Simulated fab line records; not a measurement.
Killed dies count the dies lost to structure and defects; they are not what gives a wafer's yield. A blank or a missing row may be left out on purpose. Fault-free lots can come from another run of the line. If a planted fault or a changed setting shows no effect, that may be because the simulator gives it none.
Which of the tools did it? / flow rit cmos / 45 wafers from 15 lots sampled at 4 of the route's 202 steps

WHAT EACH GAUGE READ, for each wafer
RIT_M1_RS_MEAS_01: measures by four-point-probe. Usual: M1_AL_RS typically reads 0.0731 ohm/sq, with standard deviation 0.00081.
lot=L363; measured=day 3 13:16; on=film metro-02; M1_AL_RS (ohm/sq)=0.0740 0.0748 0.0746; flag=
lot=L364; measured=day 3 19:08; on=film metro-03; M1_AL_RS (ohm/sq)=0.0737 0.0736 0.0744; flag=
lot=L366; measured=day 3 22:43; on=film metro-02; M1_AL_RS (ohm/sq)=0.0725 0.0725 0.0727; flag=
lot=L371; measured=day 5 02:27; on=film metro-04; M1_AL_RS (ohm/sq)=0.0729 0.0735 0.0737; flag=
lot=L372; measured=day 5 10:13; on=film metro-02; M1_AL_RS (ohm/sq)=- - -; flag=OFF
lot=L373; measured=day 5 13:12; on=film metro-04; M1_AL_RS (ohm/sq)=- - -; flag=OFF
lot=L374; measured=day 5 19:10; on=film metro-02; M1_AL_RS (ohm/sq)=- - -; flag=OFF
lot=L375; measured=day 5 22:36; on=film metro-04; M1_AL_RS (ohm/sq)=0.0721 0.0730 0.0730; flag=
lot=L376; measured=day 6 01:30; on=film metro-04; M1_AL_RS (ohm/sq)=0.0717 0.0716 0.0719; flag=
lot=L378; measured=day 6 13:20; on=film metro-02; M1_AL_RS (ohm/sq)=0.0743 0.0741 0.0731; flag=
lot=L379; measured=day 6 19:23; on=film metro-03; M1_AL_RS (ohm/sq)=0.0741 0.0734 0.0741; flag=
lot=L380; measured=day 6 20:31; on=film metro-02; M1_AL_RS (ohm/sq)=0.0737 0.0730 0.0738; flag=
lot=L383; measured=day 7 15:25; on=film metro-03; M1_AL_RS (ohm/sq)=0.0719 0.0723 0.0726; flag=
lot=L384; measured=day 7 17:54; on=film metro-03; M1_AL_RS (ohm/sq)=0.0735 0.0745 0.0739; flag=
lot=L386; measured=day 8 05:39; on=film metro-03; M1_AL_RS (ohm/sq)=0.0734 0.0747 0.0737; flag=

RIT_M1_THK_MEAS_02: measures by xrf. Usual: M1_AL_THK typically reads 400 nm, with standard deviation 4.6.
lot=L363; measured=day 3 13:22; on=film metro-02; M1_AL_THK (nm)=398 392 389; flag=
lot=L364; measured=day 3 19:14; on=film metro-03; M1_AL_THK (nm)=401 398 397; flag=
lot=L366; measured=day 3 22:49; on=film metro-02; M1_AL_THK (nm)=405 404 403; flag=
lot=L371; measured=day 5 02:34; on=film metro-04; M1_AL_THK (nm)=403 400 397; flag=
lot=L372; measured=day 5 10:20; on=film metro-02; M1_AL_THK (nm)=<0 <0 <0; flag=OFF
lot=L373; measured=day 5 13:19; on=film metro-04; M1_AL_THK (nm)=<0 <0 <0; flag=OFF
lot=L374; measured=day 5 19:17; on=film metro-02; M1_AL_THK (nm)=<0 <0 <0; flag=OFF
lot=L375; measured=day 5 22:43; on=film metro-04; M1_AL_THK (nm)=407 403 405; flag=
lot=L376; measured=day 6 01:37; on=film metro-04; M1_AL_THK (nm)=407 405 406; flag=
lot=L378; measured=day 6 13:26; on=film metro-02; M1_AL_THK (nm)=390 391 398; flag=
lot=L379; measured=day 6 19:31; on=film metro-03; M1_AL_THK (nm)=397 402 395; flag=
lot=L380; measured=day 6 20:38; on=film metro-02; M1_AL_THK (nm)=395 398 398; flag=
lot=L383; measured=day 7 15:32; on=film metro-03; M1_AL_THK (nm)=407 408 404; flag=
lot=L384; measured=day 7 18:01; on=film metro-03; M1_AL_THK (nm)=399 395 398; flag=
lot=L386; measured=day 8 05:46; on=film metro-03; M1_AL_THK (nm)=402 394 402; flag=

RIT_M1_BOW_MEAS_16. Usual: M1_BOW typically reads 17 um, with standard deviation 6.7.
lot=L363; measured=day 3 16:53; on=film metro-04; M1_BOW (um)=19 27 16; flag=
lot=L364; measured=day 3 22:45; on=film metro-03; M1_BOW (um)=3 13 11; flag=
lot=L366; measured=day 4 03:43; on=film metro-02; M1_BOW (um)=6 5 17; flag=
lot=L371; measured=day 5 06:11; on=film metro-02; M1_BOW (um)=4 5 17; flag=
lot=L372; measured=day 5 13:59; on=film metro-03; M1_BOW (um)=36 38 41; flag=OFF
lot=L373; measured=day 5 16:57; on=film metro-02; M1_BOW (um)=40 33 31; flag=
lot=L374; measured=day 5 23:05; on=film metro-03; M1_BOW (um)=25 45 38; flag=
lot=L375; measured=day 6 02:12; on=film metro-02; M1_BOW (um)=13 8 16; flag=
lot=L376; measured=day 6 05:07; on=film metro-02; M1_BOW (um)=22 34 26; flag=
lot=L378; measured=day 6 17:11; on=film metro-02; M1_BOW (um)=21 24 14; flag=
lot=L379; measured=day 6 23:07; on=film metro-04; M1_BOW (um)=22 15 16; flag=
lot=L380; measured=day 7 00:37; on=film metro-02; M1_BOW (um)=17 18 22; flag=
lot=L383; measured=day 7 19:08; on=film metro-04; M1_BOW (um)=8 20 9; flag=
lot=L384; measured=day 7 21:38; on=film metro-03; M1_BOW (um)=24 19 18; flag=
lot=L386; measured=day 8 09:22; on=film metro-03; M1_BOW (um)=8 22 18; flag=

EACH LOT AND THE TOOL THAT RAN IT (in order: tool; ch and the chambers of the sampled wafers; start)
lot=L363; RIT_M1_SPUTTER_00=pvd sputter-02, day 3 12:55
lot=L364; RIT_M1_SPUTTER_00=pvd sputter-03, day 3 18:47
lot=L366; RIT_M1_SPUTTER_00=pvd sputter-02, day 3 22:23
lot=L371; RIT_M1_SPUTTER_00=pvd sputter-02, day 5 02:09
lot=L372; RIT_M1_SPUTTER_00=pvd sputter-03, day 5 09:55
lot=L373; RIT_M1_SPUTTER_00=pvd sputter-02, day 5 12:54
lot=L374; RIT_M1_SPUTTER_00=pvd sputter-03, day 5 18:52
lot=L375; RIT_M1_SPUTTER_00=pvd sputter-02, day 5 22:18
lot=L376; RIT_M1_SPUTTER_00=pvd sputter-03, day 6 01:13
lot=L378; RIT_M1_SPUTTER_00=pvd sputter-03, day 6 13:01
lot=L379; RIT_M1_SPUTTER_00=pvd sputter-02, day 6 19:06
lot=L380; RIT_M1_SPUTTER_00=pvd sputter-03, day 6 20:14
lot=L383; RIT_M1_SPUTTER_00=pvd sputter-02, day 7 15:06
lot=L384; RIT_M1_SPUTTER_00=pvd sputter-03, day 7 17:35
lot=L386; RIT_M1_SPUTTER_00=pvd sputter-03, day 8 05:21
- RIT_M1_SPUTTER_00: material Al, target thk 400 nm, time 500 s.

WHAT THE TOOLS THEMSELVES READ (means of the sampled wafers that have a number; where no wafer has one, the mark that the record gives instead)
RIT_M1_SPUTTER_00. Usual: cathode dc power W 1999.9 W, standard deviation 0.36; chamber pressure pa 0.4000 Pa, standard deviation 0.00076; throttle valve pct 30.1 %, standard deviation 0.58.
lot=L363; tool=pvd sputter-02; cathode dc power W (W)=2000.1; chamber pressure pa (Pa)=0.4000; throttle valve pct (%)=29.5; flag=
lot=L364; tool=pvd sputter-03; cathode dc power W (W)=2000.3; chamber pressure pa (Pa)=0.3998; throttle valve pct (%)=30.3; flag=
lot=L366; tool=pvd sputter-02; cathode dc power W (W)=1999.8; chamber pressure pa (Pa)=0.3999; throttle valve pct (%)=29.6; flag=
lot=L371; tool=pvd sputter-02; cathode dc power W (W)=2000.0; chamber pressure pa (Pa)=0.4008; throttle valve pct (%)=29.4; flag=
lot=L372; tool=pvd sputter-03; cathode dc power W (W)=-; chamber pressure pa (Pa)=-; throttle valve pct (%)=-; flag=OFF
lot=L373; tool=pvd sputter-02; cathode dc power W (W)=-; chamber pressure pa (Pa)=-; throttle valve pct (%)=-; flag=OFF
lot=L374; tool=pvd sputter-03; cathode dc power W (W)=-; chamber pressure pa (Pa)=-; throttle valve pct (%)=-; flag=OFF
lot=L375; tool=pvd sputter-02; cathode dc power W (W)=1999.6; chamber pressure pa (Pa)=0.3995; throttle valve pct (%)=29.3; flag=
lot=L376; tool=pvd sputter-03; cathode dc power W (W)=1999.8; chamber pressure pa (Pa)=0.3998; throttle valve pct (%)=30.0; flag=
lot=L378; tool=pvd sputter-03; cathode dc power W (W)=1999.5; chamber pressure pa (Pa)=0.4006; throttle valve pct (%)=30.1; flag=
lot=L379; tool=pvd sputter-02; cathode dc power W (W)=2000.2; chamber pressure pa (Pa)=0.4002; throttle valve pct (%)=29.7; flag=
lot=L380; tool=pvd sputter-03; cathode dc power W (W)=2000.2; chamber pressure pa (Pa)=0.4001; throttle valve pct (%)=30.2; flag=
lot=L383; tool=pvd sputter-02; cathode dc power W (W)=1999.9; chamber pressure pa (Pa)=0.3994; throttle valve pct (%)=29.6; flag=
lot=L384; tool=pvd sputter-03; cathode dc power W (W)=1999.9; chamber pressure pa (Pa)=0.4003; throttle valve pct (%)=30.4; flag=
lot=L386; tool=pvd sputter-03; cathode dc power W (W)=2000.0; chamber pressure pa (Pa)=0.3992; throttle valve pct (%)=30.3; flag=

THE ANSWER, worked out from the rows above alone
Rule: a lot is off if the mean of its wafers that have a number lies more than 3 standard deviations from the usual mean. A lot without any number at a reading at which 4 lots or more have one is off too. Where the step has rows for the other lots, those lots are counted as sound. Order of review: gauges by route order, followed by the tools' own readings, for which a lot's mean as printed above is used. The first step at which some lot is off is used, and at that step the reading that is off furthest; a lot without a number counts as furthest.
Off: at RIT_M1_RS_MEAS_01 (M1_AL_RS), L372, L373, L374. Without a number there: L372, L373, L374.
A tool fits if, at a process step before that reading, it ran every lot that is off, and no sound lot after the first of them. Not tried: the gauges at RIT_M1_RS_MEAS_01; whatever is off there is also off at RIT_M1_SPUTTER_00, on other tools, and gauge error can't account for it. Of those tried, none fits.

WHAT HAD BEEN PUT IN BY THE SIMULATOR
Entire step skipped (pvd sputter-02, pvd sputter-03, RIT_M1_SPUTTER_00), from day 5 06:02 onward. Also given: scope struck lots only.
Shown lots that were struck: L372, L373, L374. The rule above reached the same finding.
